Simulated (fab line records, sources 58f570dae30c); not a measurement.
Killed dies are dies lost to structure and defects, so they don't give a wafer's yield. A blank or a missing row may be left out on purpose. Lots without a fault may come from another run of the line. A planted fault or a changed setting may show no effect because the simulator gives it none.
Which tool did it? | flow berkeley_cmos170 | 16 lots, 48 wafers sampled, at 2 steps of a route of 331

WHAT THE GAUGES READ, wafer by wafer
UCB170_M2_CD_MEAS_90: target cd 700 nm. Usual: cd_nm 698 nm, standard deviation 3.4.
lot  | measured     | on        | cd_nm (nm)  | flag
L261 | day 8 11:05  | cd_sem-01 | 695 700 698 |
L260 | day 8 13:50  | cd_sem-02 | 696 697 694 |
L263 | day 9 10:47  | cd_sem-02 | 691 690 697 |
L267 | day 10 07:21 | cd_sem-02 | 703 698 702 |
L268 | day 11 08:28 | cd_sem-01 | 703 695 693 |
L270 | day 11 10:55 | cd_sem-01 | 700 695 696 |
L271 | day 11 14:03 | cd_sem-02 | 705 696 703 |
L269 | day 11 15:34 | cd_sem-01 | 697 694 695 |
L274 | day 12 01:38 | cd_sem-02 | 700 703 702 |
L275 | day 12 08:26 | cd_sem-01 | 696 695 707 |
L276 | day 12 09:00 | cd_sem-01 | 704 701 707 |
L277 | day 12 21:37 | cd_sem-02 | 696 694 698 |
L278 | day 12 21:58 | cd_sem-01 | 700 703 703 |
L279 | day 13 05:16 | cd_sem-02 | 699 698 700 |
L281 | day 13 21:10 | cd_sem-02 | 701 696 700 |
L282 | day 13 21:29 | cd_sem-01 | 700 697 699 |

WHICH TOOL RAN EACH LOT (tool, then ch and the chambers of the sampled wafers, then the start)
lot  | UCB170_V1_STRIP_15
L261 | plasma_asher-04 ch 0,1, day 8 08:29
L260 | plasma_asher-04 ch 0,1, day 8 09:36
L263 | plasma_asher-03 ch 0,1, day 9 08:04
L267 | plasma_asher-03 ch 0,1, day 10 03:13
L268 | plasma_asher-03 ch 1, day 11 04:39
L270 | plasma_asher-02 ch 0,1, day 11 07:48
L271 | plasma_asher-03 ch 0,1, day 11 09:19
L269 | plasma_asher-02 ch 0,1, day 11 10:04
L274 | plasma_asher-02 ch 0, day 11 22:01
L275 | plasma_asher-02 ch 0,1, day 12 05:49
L276 | plasma_asher-04 ch 0,1, day 12 06:23
L277 | plasma_asher-02 ch 0, day 12 17:54
L278 | plasma_asher-04 ch 0,1, day 12 19:02
L279 | plasma_asher-03 ch 0,1, day 13 00:04
L281 | plasma_asher-03 ch 0,1, day 13 15:23
L282 | plasma_asher-03 ch 0,1, day 13 16:46
- UCB170_V1_STRIP_15: strips in O2.

WHAT THE TOOLS THEMSELVES READ (means of the sampled wafers that have a number; where no wafer has one, the mark that the record gives instead)
UCB170_V1_STRIP_15. Usual: drypump_motor_current_A 5.7 A, standard deviation 0.5; o2_flow_sccm 399.9 sccm, standard deviation 1.3; oes_product_au 0.721 a.u., standard deviation 0.0043; strip_time_to_endpoint_s 15.36 s, standard deviation 0.14.
lot  | tool            | drypump_motor_current_A (A) | o2_flow_sccm (sccm) | oes_product_au (a.u.) | strip_time_to_endpoint_s (s) | flag
L261 | plasma_asher-04 | 6.0                         | 400.8               | 0.721                 | 15.32                        |
L260 | plasma_asher-04 | 5.9                         | 400.4               | 0.718                 | 15.42                        |
L263 | plasma_asher-03 | 5.5                         | 399.7               | 0.719                 | 15.41                        |
L267 | plasma_asher-03 | 5.8                         | 399.9               | 0.720                 | 15.34                        |
L268 | plasma_asher-03 | 5.0                         | 399.9               | 0.718                 | 15.17                        |
L270 | plasma_asher-02 | 5.5                         | 400.4               | 0.719                 | 15.32                        |
L271 | plasma_asher-03 | 5.4                         | 399.4               | 0.720                 | 15.31                        |
L269 | plasma_asher-02 | 5.5                         | 400.6               | 0.719                 | 15.41                        |
L274 | plasma_asher-02 | 5.9                         | 400.2               | 0.717                 | 15.12                        |
L275 | plasma_asher-02 | 5.6                         | 401.5               | 0.719                 | 15.36                        |
L276 | plasma_asher-04 | 6.1                         | 398.6               | 0.725                 | 15.44                        |
L277 | plasma_asher-02 | 5.9                         | 400.7               | 0.719                 | 15.28                        |
L278 | plasma_asher-04 | 5.9                         | 399.0               | 0.722                 | 15.32                        |
L279 | plasma_asher-03 | 5.4                         | 400.3               | 0.722                 | 15.27                        |
L281 | plasma_asher-03 | 5.8                         | 398.7               | 0.721                 | 15.47                        |
L282 | plasma_asher-03 | 5.5                         | 399.6               | 0.725                 | 15.38                        |

THE ANSWER, worked out from the rows above alone
Rule: a lot is off if the mean of its wafers that have a number lies more than 3 standard deviations from the usual mean. A lot without any number at a reading at which 4 lots or more have one is off too. The other lots that the step has rows for count as sound. The gauges are gone through in route order, then the tools' own readings, and for those a lot's mean is taken as printed above. The first step at which some lot is off is used, and at that step the reading that is off furthest; a lot without a number counts as furthest.
No lot is off at any reading shown: from this, nothing can be told.

WHAT THE SIMULATOR HAD PUT IN
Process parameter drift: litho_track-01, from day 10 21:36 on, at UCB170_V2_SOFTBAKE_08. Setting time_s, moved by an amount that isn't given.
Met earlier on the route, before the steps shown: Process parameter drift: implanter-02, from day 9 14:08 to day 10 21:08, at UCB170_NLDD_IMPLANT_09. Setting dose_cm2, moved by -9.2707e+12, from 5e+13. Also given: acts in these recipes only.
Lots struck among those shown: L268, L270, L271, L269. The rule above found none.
